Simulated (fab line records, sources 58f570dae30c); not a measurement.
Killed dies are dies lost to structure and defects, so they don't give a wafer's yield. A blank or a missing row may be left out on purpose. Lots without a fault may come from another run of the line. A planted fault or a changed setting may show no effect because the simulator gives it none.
Chamber matching | flow berkeley_cmos170 | UCB170_NWELL_ETCH_13 on rie_diel-04: 4 sister chambers
The step etches Si3N4 in CH3F/Ar/O2, stops on SiO2, target depth 246.4 nm, time 154 s. 4 wafers are shown with their chamber, then 7 later ones without.

WAFERS WITH THEIR CHAMBER
wafer  | chamber | throttle_valve_pct (%)
L904.2 | 2       | 7.87
L906.2 | 1       | 7.94
L906.5 | 0       | 7.89
L908.5 | 3       | 8.28

WAFERS WITHOUT THEIR CHAMBER
wafer  | throttle_valve_pct (%)
L908.6 | 7.86
L915.1 | 8.27
L915.2 | 7.93
L915.5 | 8.26
L916.2 | 7.87
L916.3 | 7.93
L916.6 | 8.29

WHICH CHAMBER EACH WENT THROUGH
wafer  | from the rows above     | in truth
L908.6 | can't be placed: 2 or 0 | 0
L915.1 | 3                       | 3
L915.2 | 1                       | 1
L915.5 | 3                       | 3
L916.2 | can't be placed: 2 or 0 | 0
L916.3 | 1                       | 1
L916.6 | 3                       | 3
Placed correctly: 5 of 7. Can't be placed from these rows: 2 (the true chamber is among the candidates in 2). Placed wrongly: 0.
How it was worked out, from the rows above alone: a wafer's distance from a chamber is the root of the sum, over the readings, of the square of ((its reading less the chamber's mean) divided by the reading's scatter). The wafer belongs to the nearest chamber; if the next one is less than 2 further off, it can't be placed. A chamber's mean is the mean of its shown wafers. The scatter: with one shown wafer a chamber, the root of the mean of the squares of how far each hidden wafer lies from its nearest shown one.
